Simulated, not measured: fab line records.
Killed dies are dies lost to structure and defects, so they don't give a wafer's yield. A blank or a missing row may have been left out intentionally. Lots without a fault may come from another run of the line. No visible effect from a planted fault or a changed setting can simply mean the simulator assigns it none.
fab line records	flow berkeleyCmos170
[record] lots = 14	wafers = 42	lastDay = 12
route steps=331 shown V1@257 M2@289 V2@294
lots that met no fault: from a run of the same line without faults
startH: start of the lot's first displayed wafer, in hours after the record's first day	waitH: hours since the lot's step before	" the same as in the row above	L1.1+2: a single row standing in for several wafers	- no value, or no start was given	* or withheld: withheld	< > ~ a bound
route shown NAME@n: a module of which the file shows steps, and the number in the route of the first	usual: mean and standard deviation over wafers with no fault	same: alike in all rows	chamber/n: place in a boat	sites: readings site by site	_std_site: how widely they spread, as a standard deviation	_edge_site: outer sites' mean less inner sites'	radiusMm: how far each site lies from the wafer's centre	mask NAME#n: copy n	behind: the tool/chamber that last shaped the wafer	hold: what put the lot on hold/how long, in hours/how the hold closed	device: names the non-switching transistor (n, p or np)	end of line: the same wafers' tests at the end of the route	step lacking rows: just its recipe	killed: dies lost to structure and defects at the first sort, not the wafer's yield	map: per-die view of a wafer (x killed, . not killed, _ where there is no die)
set.NAME: the setting as run; set.NAME@STEP: as run at that earlier step	model.NAME: the simulator's own value behind a step, which no gauge read
one table for each step of the route and one row for each wafer, over a sample of lots
services: a tool's chamber out of use, with start hour (startH, from the record's first day; less than 0 if before it), hours out, and reason
[[steps]]
[step UCB170_V1_BOW_MEAS_03]
[recipe] mode = bow
[usual] V1_BOW = 18/7.1
lot.wafer	tool	chamber	startH	waitH	V1_BOW[um]
L868.2	filmMetro-02	-	130.90	0.2	14
L868.3	"	-	"	"	20
L868.6	"	-	"	"	24
L869.1	filmMetro-03	-	157.39	0.2	16
L869.2	"	-	"	"	15
L869.4	"	-	"	"	9
L871.4	filmMetro-02	-	163.56	0.3	23
L871.5	"	-	"	"	22
L871.6	"	-	"	"	12
L870.1	filmMetro-04	-	163.58	0.1	25
L870.5	"	-	"	"	21
L870.6	"	-	"	"	40
L873.1	filmMetro-03	-	167.69	0.1	7
L873.2	"	-	"	"	24
L873.5	"	-	"	"	19
L874.1	filmMetro-02	-	181.60	0.2	13
L874.3	"	-	"	"	19
L874.4	"	-	"	"	13
L872.3	filmMetro-04	-	181.64	0.1	12
L872.4	"	-	"	"	26
L872.5	"	-	"	"	26
L875.1	filmMetro-02	-	193.85	0.2	20
L875.2	"	-	"	"	13
L875.6	"	-	"	"	26
L876.1	filmMetro-02	-	194.15	0.2	20
L876.5	"	-	"	"	19
L876.6	"	-	"	"	14
L883.2	filmMetro-03	-	224.89	0.2	28
L883.4	"	-	"	"	20
L883.6	"	-	"	"	12
L886.2	filmMetro-02	-	251.83	0.2	9
L886.4	"	-	"	"	22
L886.6	"	-	"	"	18
L887.1	filmMetro-04	-	252.04	0.2	22
L887.2	"	-	"	"	13
L887.5	"	-	"	"	17
L889.1	filmMetro-02	-	265.12	0.1	14
L889.3	"	-	"	"	11
L889.5	"	-	"	"	19
L891.2	filmMetro-03	-	265.44	0.3	20
L891.5	"	-	"	"	8
L891.6	"	-	"	"	25
[step UCB170_V1_OVL_MEAS_13]
[usual] V1_OVL = 2/5.2
lot.wafer	tool	chamber	startH	waitH	V1_OVL[nm]
L868.2	overlay-02	-	132.93	0.1	4
L868.3	"	-	"	"	7
L868.6	"	-	"	"	-1
L869.1	overlay-02	-	159.70	0.1	-1
L869.2	"	-	"	"	-2
L869.4	"	-	"	"	0
L871.4	overlay-01	-	166.55	0.1	8
L871.5	"	-	"	"	4
L871.6	"	-	"	"	11
L870.1	overlay-02	-	166.71	0.1	10
L870.5	"	-	"	"	9
L870.6	"	-	"	"	5
L873.1	overlay-01	-	169.59	0.1	7
L873.2	"	-	"	"	1
L873.5	"	-	"	"	1
L874.1	overlay-02	-	183.15	0.1	1
L874.3	"	-	"	"	1
L874.4	"	-	"	"	4
L872.3	overlay-02	-	183.43	0.1	-8
L872.4	"	-	"	"	-4
L872.5	"	-	"	"	-1
L875.1	overlay-01	-	195.23	0.1	6
L875.2	"	-	"	"	-1
L875.6	"	-	"	"	14
L876.1	overlay-02	-	195.59	0.1	4
L876.5	"	-	"	"	1
L876.6	"	-	"	"	-5
L883.2	overlay-01	-	226.60	0.1	-4
L883.4	"	-	"	"	1
L883.6	"	-	"	"	1
L887.1	overlay-01	-	254.04	0.1	-6
L887.2	"	-	"	"	-2
L887.5	"	-	"	"	-2
L886.2	overlay-02	-	254.07	0.1	3
L886.4	"	-	"	"	3
L886.6	"	-	"	"	2
L889.1	overlay-01	-	268.00	0.1	-2
L889.3	"	-	"	"	0
L889.5	"	-	"	"	0
L891.2	overlay-02	-	268.28	0.1	8
L891.5	"	-	"	"	4
L891.6	"	-	"	"	3
[step UCB170_M2_METAL_ETCH_18]
[recipe] chemistry = Cl2/BCl3	target = Al	stopOn = SiO2	pressureMtorr = 12	targetDepthA = 11700	overEtchFrac = 0.3	timeS = 195	icpW = 608.1	biasW = 120	Cl2_flow_sccm = 90	bcl3FlowSccm = 45
[usual] bcl3FlowSccm = 44.99/0.13	biasW = 120.0/0.38	drypumpMotorCurrentA = 5.6/0.53	oesProductAu = 0.857/0.015	throttleValvePct = 24.4/0.38	timeS = 195/0
lot.wafer	tool	chamber	startH	waitH	bcl3FlowSccm	biasW	drypumpMotorCurrentA	oesProductAu	rfHoursCounterH	throttleValvePct	timeS
L868.2	rieMetal-02	1	136.20	-	44.76	119.8	5.8	0.843	15	24.2	195
L868.3	"	0	"	"	45.00	120.4	4.9	0.884	-	24.9	195
L868.6	"	1	"	"	44.84	119.5	5.8	0.855	-	24.2	195
L869.1	rieMetal-01	0	162.35	-	45.05	120.0	5.6	0.881	9	24.5	195
L869.2	"	1	"	"	45.17	120.3	5.2	0.843	11	23.8	195
L869.4	"	0	"	"	44.95	119.8	5.6	0.863	-	24.5	195
L871.4	rieMetal-04	0	169.54	-	45.14	119.7	5.7	0.868	-	24.6	195
L871.5	"	0	"	"	44.98	120.0	5.7	0.858	-	24.6	195
L871.6	"	1	"	"	44.98	119.9	6.6	0.842	-	24.7	195
L870.1	rieMetal-01	0	169.75	-	45.04	119.7	5.6	0.878	9	24.5	195
L870.5	"	0	"	"	44.99	119.9	5.6	0.859	-	24.5	195
L870.6	"	1	"	"	45.16	119.3	5.2	0.855	-	23.8	195
L873.1	rieMetal-02	0	172.12	-	45.06	120.2	4.9	0.871	2	24.9	195
L873.2	"	1	"	"	44.89	120.3	5.8	0.851	16	24.2	195
L873.5	"	0	"	"	44.96	119.8	4.9	0.874	-	24.9	195
L874.1	rieMetal-01	1	185.68	-	44.95	120.4	5.2	0.842	11	23.8	195
L874.3	"	0	"	"	44.90	119.6	5.5	0.856	-	24.5	195
L874.4	"	1	"	"	45.08	120.1	5.2	0.843	-	23.8	195
L872.3	rieMetal-04	0	186.28	-	-	-	-	-	-	-	-
L872.4	"	1	"	"	-	-	-	-	-	-	-
L872.5	"	0	"	"	-	-	-	-	-	-	-
L875.1	rieMetal-04	1	197.80	-	-	-	-	-	-	-	-
L875.2	"	0	"	"	-	-	-	-	-	-	-
L875.6	"	1	"	"	-	-	-	-	-	-	-
L876.1	rieMetal-01	0	198.19	-	44.80	120.1	5.5	0.868	10	24.5	195
L876.5	"	0	"	"	44.74	120.1	5.6	0.860	-	24.5	195
L876.6	"	1	"	"	44.84	119.8	5.2	0.839	-	23.8	195
L883.2	rieMetal-01	0	229.65	-	45.02	119.4	5.6	0.867	11	24.5	195
L883.4	"	1	"	"	45.14	119.9	5.2	0.848	-	23.8	195
L883.6	"	0	"	"	44.91	120.3	5.6	0.854	-	24.5	195
L887.1	rieMetal-04	1	256.87	-	45.28	120.3	6.6	0.849	9	24.7	195
L887.2	"	0	"	"	45.12	120.4	5.7	0.867	6	24.6	195
L887.5	"	1	"	"	45.20	120.5	6.6	0.842	-	24.7	195
L886.2	rieMetal-02	0	257.15	-	45.19	120.5	4.9	0.884	5	24.9	195
L886.4	"	1	"	"	45.02	120.3	5.8	0.877	-	24.3	195
L886.6	"	1	"	"	44.94	119.8	5.8	0.868	-	24.3	195
L889.1	rieMetal-04	1	271.18	-	45.01	120.2	6.6	0.837	9	24.7	195
L889.3	"	1	"	"	45.12	120.4	6.6	0.848	-	24.7	195
L889.5	"	0	"	"	45.16	120.3	5.7	0.850	-	24.6	195
L891.2	rieMetal-01	0	271.58	-	44.89	120.9	5.6	0.861	12	24.5	195
L891.5	"	1	"	"	45.15	119.6	5.2	0.848	-	23.8	195
L891.6	"	0	"	"	44.91	120.7	5.6	0.865	-	24.5	195
[step UCB170_M2_STRIP_19]
[recipe] chemistry = O2	powerW = 400	pressureMtorr = 3500	platenTempC = withheld	o2FlowSccm = 400	overashFraction = 0.5
[usual] drypumpMotorCurrentA = 5.6/0.52	o2FlowSccm = 400.2/1.2	oesProductAu = 0.532/0.021
lot.wafer	tool	chamber	startH	waitH	drypumpMotorCurrentA	o2FlowSccm	oesProductAu	rfHoursCounterH
L868.2	plasmaAsher-01	1	136.39	0.1	6.1	400.3	0.495	43
L868.3	"	0	"	"	5.1	398.6	0.517	-
L868.6	"	1	"	"	6.0	400.0	0.505	-
L869.1	plasmaAsher-04	1	162.54	0.1	4.8	399.7	0.538	39
L869.2	"	0	"	"	5.8	400.9	0.571	39
L869.4	"	0	"	"	5.7	400.1	0.547	-
L871.4	plasmaAsher-01	1	169.70	0.1	6.1	400.8	0.526	-
L871.5	"	0	"	"	5.1	400.2	0.532	-
L871.6	"	1	"	"	6.1	401.3	0.513	-
L870.1	plasmaAsher-01	1	169.94	0.1	6.0	401.3	0.532	47
L870.5	"	0	"	"	5.2	398.3	0.546	-
L870.6	"	1	"	"	6.1	401.3	0.563	-
L873.1	plasmaAsher-02	0	172.31	0.1	6.2	398.9	0.514	46
L873.2	"	1	"	"	5.4	402.4	0.505	46
L873.5	"	0	"	"	6.2	400.8	0.518	-
L874.1	plasmaAsher-04	1	185.86	0.1	4.7	400.8	0.564	41
L874.3	"	1	"	"	4.7	399.5	0.532	-
L874.4	"	0	"	"	5.8	399.1	0.564	-
L872.3	plasmaAsher-02	1	186.43	0.1	5.3	400.9	0.722	-
L872.4	"	0	"	"	6.3	400.4	0.734	-
L872.5	"	0	"	"	6.3	400.9	0.722	-
L875.1	plasmaAsher-04	0	197.99	0.1	5.8	399.0	0.722	43
L875.2	"	1	"	"	4.8	400.1	0.719	43
L875.6	"	0	"	"	5.8	399.6	0.737	-
L876.1	plasmaAsher-02	0	198.38	0.1	6.3	401.3	0.543	49
L876.5	"	1	"	"	5.4	399.4	0.544	-
L876.6	"	0	"	"	6.3	400.5	0.566	-
L883.2	plasmaAsher-04	0	229.84	0.1	5.8	399.5	0.535	46
L883.4	"	1	"	"	4.8	399.2	0.566	-
L883.6	"	0	"	"	5.8	399.2	0.543	-
L887.1	plasmaAsher-01	1	257.06	0.1	6.1	400.2	0.503	57
L887.2	"	0	"	"	5.1	400.0	0.521	57
L887.5	"	1	"	"	6.1	402.3	0.504	-
L886.2	plasmaAsher-02	1	257.34	0.1	5.4	401.3	0.525	54
L886.4	"	1	"	"	5.4	402.0	0.529	-
L886.6	"	0	"	"	6.3	400.8	0.521	-
L889.1	plasmaAsher-04	0	271.37	0.1	5.8	398.7	0.497	51
L889.3	"	1	"	"	4.7	395.6	0.495	-
L889.5	"	1	"	"	4.8	397.1	0.516	-
L891.2	plasmaAsher-01	1	271.77	0.1	6.0	398.1	0.540	58
L891.5	"	1	"	"	6.1	399.7	0.575	-
L891.6	"	0	"	"	5.2	399.0	0.542	-
[step UCB170_M2_CD_MEAS_90]
[recipe] targetCdNm = 700
[usual] cdNm = 701/3.6
lot.wafer	tool	chamber	startH	waitH	cdNm
L868.2	cdSem-01	-	136.65	0.2	700
L868.3	"	-	"	"	700
L868.6	"	-	"	"	700
L869.1	cdSem-02	-	162.64	0.1	697
L869.2	"	-	"	"	700
L869.4	"	-	"	"	697
L871.4	cdSem-02	-	169.82	0.1	700
L871.5	"	-	"	"	701
L871.6	"	-	"	"	701
L870.1	cdSem-02	-	170.04	0.1	691
L870.5	"	-	"	"	695
L870.6	"	-	"	"	699
L873.1	cdSem-01	-	172.41	0.1	704
L873.2	"	-	"	"	703
L873.5	"	-	"	"	708
L874.1	cdSem-02	-	185.96	0.1	701
L874.3	"	-	"	"	697
L874.4	"	-	"	"	701
L872.3	cdSem-02	-	186.54	0.1	-
L872.4	"	-	"	"	-
L872.5	"	-	"	"	-
L875.1	cdSem-02	-	198.09	0.1	-
L875.2	"	-	"	"	-
L875.6	"	-	"	"	-
L876.1	cdSem-01	-	198.48	0.1	698
L876.5	"	-	"	"	703
L876.6	"	-	"	"	706
L883.2	cdSem-01	-	229.96	0.1	698
L883.4	"	-	"	"	701
L883.6	"	-	"	"	699
L887.1	cdSem-02	-	257.16	0.1	708
L887.2	"	-	"	"	701
L887.5	"	-	"	"	707
L886.2	cdSem-02	-	257.46	0.1	704
L886.4	"	-	"	"	704
L886.6	"	-	"	"	704
L889.1	cdSem-01	-	271.47	0.1	707
L889.3	"	-	"	"	702
L889.5	"	-	"	"	698
L891.2	cdSem-01	-	271.89	0.1	698
L891.5	"	-	"	"	700
L891.6	"	-	"	"	697
[step UCB170_V2_CMP_02]
[recipe] material = SiO2	downForcePsi = 6	platenRpm = 60	padVelocityMS = 0.75398
[usual] motorCurrentA = 16.4/1.9
lot.wafer	tool	chamber	startH	waitH	motorCurrentA
L868.2	cmp-02	3	137.19	0.3	14.8
L868.3	"	1	"	"	17.1
L868.6	"	3	"	"	15.1
L869.4	cmp-01	3	162.97	0.0	19.1
L869.2	"	0	"	"	17.3
L869.1	"	1	"	"	13.9
L871.4	cmp-01	1	170.15	0.1	14.5
L871.5	"	0	"	"	17.9
L871.6	"	1	"	"	14.8
L870.1	cmp-02	1	170.47	0.1	16.5
L870.5	"	3	"	"	15.0
L870.6	"	0	"	"	14.5
L873.1	cmp-01	3	172.84	0.1	21.0
L873.2	"	0	"	"	16.9
L873.5	"	2	"	"	17.2
L874.1	cmp-02	1	186.30	0.1	16.7
L874.4	"	2	"	"	15.7
L874.3	"	3	"	"	15.1
L876.1	cmp-01	2	198.92	0.1	16.5
L876.5	"	0	"	"	16.9
L876.6	"	1	"	"	14.4
L883.4	cmp-01	1	230.32	0.1	14.5
L883.2	"	3	"	"	21.1
L883.6	"	0	"	"	16.7
L887.2	cmp-02	3	257.60	0.1	15.5
L887.1	"	0	"	"	14.2
L887.5	"	2	"	"	14.9
L886.4	cmp-01	1	257.82	0.1	14.8
L886.2	"	3	"	"	19.0
L886.6	"	1	"	"	14.5
L889.1	cmp-01	1	271.80	0.1	13.8
L889.3	"	3	"	"	19.1
L889.5	"	1	"	"	13.3
L891.2	cmp-02	0	272.28	0.0	15.3
L891.5	"	0	"	"	14.4
L891.6	"	1	"	"	16.3
[[services]]
tool	chamber	startH	hours	kind
cmp-02	-	113.68	2.6	repair
plasmaAsher-02	-	119.59	1.4	repair
plasmaAsher-01	-	130.21	3.3	repair
rieMetal-01	-	130.28	2.8	pm
cmp-02	-	134.93	0.4	repair
cmp-01	-	136.62	3.4	repair
rieMetal-01	1	139.28	2.6	repair
cmp-02	-	141.92	13.1	pm
cmp-01	-	146.21	1.9	repair
plasmaAsher-02	-	169.02	2.8	pm
cmp-02	-	192.77	7.4	pm
rieMetal-02	1	201.67	-	clean
rieMetal-02	1	201.67	22.7	scheduledDown
rieMetal-02	1	201.67	22.7	ventCycle
cmp-01	-	209.71	2.1	repair
rieMetal-04	0	225.68	30.9	repair
cmp-02	-	232.00	4.0	pm
cmp-02	-	236.00	-	consumableReplace:conditioner
cmp-02	-	236.00	-	consumableReplace:pad
cmp-02	-	252.59	0.9	repair
plasmaAsher-02	-	252.87	4.3	pm
plasmaAsher-02	-	259.59	1.4	repair
[[key]]
[firstSign] step = UCB170_M2_METAL_ETCH_18	reading = toolRecord	direction = missing
[effect] step = UCB170_M2_STRIP_19	reading = oesProductAu	direction = up	sigmas = 9.1	usual = 0.532	struck = 0.726
[effect] step = UCB170_M2_CD_MEAS_90	reading = cdNm	direction = missing
metAt UCB170_M2_METAL_ETCH_18
struckLots L872,L875
laterRowsLeftOut L872.3,L872.4,L872.5,L875.1,L875.2,L875.6
sortLeftOut L872.3,L872.4,L872.5,L875.1,L875.2,L875.6
notActingAt UCB170_V1_BOW_MEAS_03,UCB170_V1_OVL_MEAS_13,UCB170_V2_CMP_02
onsetBetween 169.54 186.28
[fault] kind = skippedStepWhole	tool = rieMetal-04	chamber = -	onsetH = 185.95	steps = UCB170_M2_METAL_ETCH_18	scope = struckLotsOnly
// sortLeftOut: the simulated sort isn't trusted on such a fault, so these wafers' sort isn't shown, and their yield isn't known
// laterRowsLeftOut: the simulator's readings of these wafers behind a module that went badly wrong aren't trusted and aren't shown, but for the sort
